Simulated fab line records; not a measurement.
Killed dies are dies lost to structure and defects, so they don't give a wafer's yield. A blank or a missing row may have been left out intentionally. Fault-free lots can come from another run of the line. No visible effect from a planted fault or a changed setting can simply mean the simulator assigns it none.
Comparing a struck lot with a sound one :: flow rit cmos :: 18 out of 202 route steps
Sound: the wafers L112.2, L112.3, L112.5. Wafers struck: L123.1, L123.2, L123.6. At the end, the cause is stated.
Order at every step that has rows: each side's tool, ch and its chambers, its first start. Under that, the readings that differ: sound wafers :: struck wafers :: difference of the means :: sigmas: that difference in standard deviations of wafers without a fault.
alike: a reading whose means differ by less than 2 such deviations, as well as words and numbers matching on both sides. not compared: withheld readings; readings where some wafer has no value; bounds like >300 that might hide an equal value; numbers whose values overlap and for which the record gives no deviation.
The two part at a step that has a row with sigmas, a row that says differs or no value, or rows on one side only. When numbers do not overlap yet have no deviation, they are printed without sigmas and do not part them. A reading that every wafer of one side lacks parts them only if that side has two wafers or more.

first, 1 step without rows for these wafers: RIT_GATE_HARDBAKE_18 (time 60 s).
RIT_GATE_ETCH_19: etches poly-Si in SF6/CHF3/O2, stops on SiO2, time 165 s, target depth 312.5 nm.
  sound on rie si-01 ch 0,3, day 3 15:04; struck on rie si-02 ch 1,2,3, day 5 18:44
reading: drypump motor current A (A)
sound: 5.1 5.7 5.1
struck: 6.4 6.5 6.9
difference: +1.3
sigmas: +2
  alike: CHF3_flow_sccm, oes product au, throttle valve pct
  not compared: rf hours counter h
RIT_GATE_STRIP_20: strips in O2, time 180 s.
  sound on plasma asher-04 ch 0,1, day 3 15:10; struck on plasma asher-03 ch 0,1, day 5 18:50
  alike: drypump motor current A, o2 flow sccm
  not compared: rf hours counter h
RIT_GATE_CD_MEAS_90 targets a cd of 150 nm.
  sound: cd sem-01 at day 3 15:22; struck: cd sem-01 at day 5 19:01
  alike: cd nm
then, 4 steps without rows for these wafers: RIT_REOX_CLEAN_00 (cleans in SC1, time 600 s); RIT_REOX_CLEAN_01 (cleans in dHF, time 30 s); RIT_REOX_CLEAN_02 (cleans in SC2, time 600 s); RIT_REOX_OXIDATION_03 (target thk 25.2 nm, ox time 5580 s).
RIT_REOX_THK_MEAS_04:
  sound: film metro-01 at day 3 18:25; struck: film metro-04 at day 5 22:22
  alike: REOX_OXIDE_THK
then, 3 steps without rows for these wafers: RIT_NLDD_HMDS_00 (prime time 60 s); RIT_NLDD_COAT_01 (resist thk 1000 nm); RIT_NLDD_SOFTBAKE_02 (time 60 s).
RIT_NLDD_EXPOSE_03: exposes mask M7, target cd 40700 nm.
  sound on iline stepper-02 ch 0, day 3 18:56; struck on iline stepper-02 ch 0, day 5 23:01
  alike: mask, exposure dose mJ cm2
then, 2 steps without rows for these wafers: RIT_NLDD_PEB_04; RIT_NLDD_DEVELOP_05 (develop time 50 s).
RIT_NLDD_OVL_MEAS_06:
  sound: overlay-02 at day 3 19:19; struck: overlay-01 at day 5 23:25
reading: NLDD_OVL (nm)
sound: -0.1 -0.4 -0.2
struck: -7.4 -8.0 -6.7
difference: -7.1
sigmas: -6
then, 1 step without rows for these wafers: RIT_NLDD_HARDBAKE_07 (time 60 s).
RIT_M1_PROBE_99:
  sound: prober-01 at day 4 11:07; struck: prober-02 at day 6 15:04
  alike: killed at contacts, killed at front end, killed dies, killed open, killed short

== WHERE THEY PART ==
Earliest at RIT_GATE_ETCH_19; latest, in this record, at RIT_NLDD_OVL_MEAS_06. Later steps at which nothing parts them and some readings are alike: RIT_M1_PROBE_99.

WHY: what the simulator had put in
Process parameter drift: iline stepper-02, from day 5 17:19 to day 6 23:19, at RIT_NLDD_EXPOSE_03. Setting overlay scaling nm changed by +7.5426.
